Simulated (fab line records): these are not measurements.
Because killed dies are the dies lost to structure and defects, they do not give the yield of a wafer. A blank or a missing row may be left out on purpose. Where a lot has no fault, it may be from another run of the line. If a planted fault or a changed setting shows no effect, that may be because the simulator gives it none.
A lot that was struck, set against a sound lot    flow ritCmos    16 out of 202 route steps
Sound: these wafers, L816.1, L816.2, L816.3. Wafers L825.1, L825.2, L825.6 were the ones struck. The cause comes at the end.
Order at every step that has rows: each side's tool, ch and its chambers, its first start. Under that, the readings that differ: sound wafers    struck wafers    difference of the means    sigmas: that difference in standard deviations of wafers without a fault.
alike: readings with means less than 2 such deviations apart, plus words and numbers identical on both sides. not compared: withheld readings, readings lacking a value on some wafer, bounds such as >300 that could conceal the same value, and numbers that have no deviation in the record and whose values overlap.
The two part at a step that has a row with sigmas, a row that says differs or no value, or rows on one side only. Non-overlapping numbers with no deviation appear without sigmas and do not part them. A reading missing from all wafers of one side parts the sides only when that side holds two or more wafers.

RIT_ACTIVE_BOW_MEAS_00:
  struck on filmMetro-02, day 3 07:00; sound on filmMetro-01, day 1 10:00
  alike: INCOMING_BOW
then, 1 step without rows for these wafers: RIT_ACTIVE_OXIDATION_01 (target thk 46.8 nm, ox time 3480 s).
RIT_ACTIVE_THK_MEAS_02:
  struck on filmMetro-01, day 3 09:03; sound on filmMetro-01, day 1 14:04
  alike: ACTIVE_OXIDE_THK
then, 1 step without rows for these wafers: RIT_ACTIVE_CVD_03 (deposits Si3N4 from SiH2Cl2/NH3, target thk 150 nm, time 1500 s).
RIT_ACTIVE_THK_MEAS_04:
  struck on filmMetro-01, day 3 10:32; sound on filmMetro-01, day 1 16:50
  alike: ACTIVE_NITRIDE_THK
then, 3 steps without rows for these wafers: RIT_ACTIVE_HMDS_05 (prime time 60 s); RIT_ACTIVE_COAT_06 (resist thk 1000 nm); RIT_ACTIVE_SOFTBAKE_07 (time 60 s).
RIT_ACTIVE_EXPOSE_08: exposes mask M1, target cd 1400 nm.
  sound on ilineStepper-01 ch 0, day 1 17:29; struck on ilineStepper-01 ch 0, day 3 11:02
reading  sound           struck                   difference  sigmas
mask     M1#0 M1#0 M1#0  M1_R1#0 M1_R1#0 M1_R1#0  differs     
then, 2 steps without rows for these wafers: RIT_ACTIVE_PEB_09; RIT_ACTIVE_DEVELOP_10 (develop time 50 s).
RIT_ACTIVE_CD_MEAS_11 targets a cd of 1400 nm.
  struck on cdSem-02, day 3 11:26; sound on cdSem-02, day 1 17:53
reading    sound                 struck                difference  sigmas
cdNm (nm)  1398.6 1400.9 1400.5  1278.4 1277.9 1278.7  -121.7      -58
then, 1 step without rows for these wafers: RIT_ACTIVE_HARDBAKE_12 (time 60 s).
RIT_ACTIVE_ETCH_13: etches Si3N4 in SF6, stops on SiO2, time 210 s, target depth 210 nm.
  sound on rieDiel-01 ch 1,2,3, day 1 18:09; struck on rieDiel-04 ch 0,3, day 3 11:43
reading                 sound           struck          difference  sigmas
model.ACTIVE.cdNm (nm)  1399 1401 1400  1278 1278 1279  -122        
  alike: drypumpMotorCurrentA, oesProductAu, throttleValvePct
  not compared: rfHoursCounterH
RIT_ACTIVE_STRIP_14: strips in O2, time 180 s.
  sound on plasmaAsher-04 ch 0,1, day 1 18:17; struck on plasmaAsher-01 ch 0,1, day 3 11:50
  alike: drypumpMotorCurrentA
  not compared: rfHoursCounterH
RIT_M1_PROBE_99:
  struck on prober-01, day 5 06:17; sound on prober-02, day 3 13:27
reading                            sound                 struck                difference  sigmas
model.etest.nplusSal.widthNm (nm)  3442 3442 3421        3312 3325 3327        -114        
model.etest.pplusSal.widthNm (nm)  3440 3421 3422        3328 3318 3308        -110        
model.etest.nldd.widthNm (nm)      3182 3169 3156        3048 3060 3044        -118        
model.etest.pldd.widthNm (nm)      3178 3179 3143        3046 3048 3029        -126        
model.etest.nmosNarrow.driveUaUm   218.7 223.7 220.3     205.6 210.7 206.7     -13.2       
model.etest.pmosNarrow.driveUaUm   99.52 102.9 100.3     90.05 93.85 91.03     -9.26       
model.etest.fieldP.vtV (V)         -12.59 -12.56 -12.52  -12.33 -12.36 -12.29  +0.23       
  alike: killedAtFrontEnd, killedDies, killedOpen, killedShort
  not compared: model.etest.fieldPMetal.vtV

== WHERE THEY PART ==
Earliest at RIT_ACTIVE_EXPOSE_08; latest, in this record, at RIT_ACTIVE_CD_MEAS_11. Later steps at which nothing parts them and some readings are alike: RIT_ACTIVE_ETCH_13, RIT_ACTIVE_STRIP_14, RIT_M1_PROBE_99.

WHY: what the simulator had put in
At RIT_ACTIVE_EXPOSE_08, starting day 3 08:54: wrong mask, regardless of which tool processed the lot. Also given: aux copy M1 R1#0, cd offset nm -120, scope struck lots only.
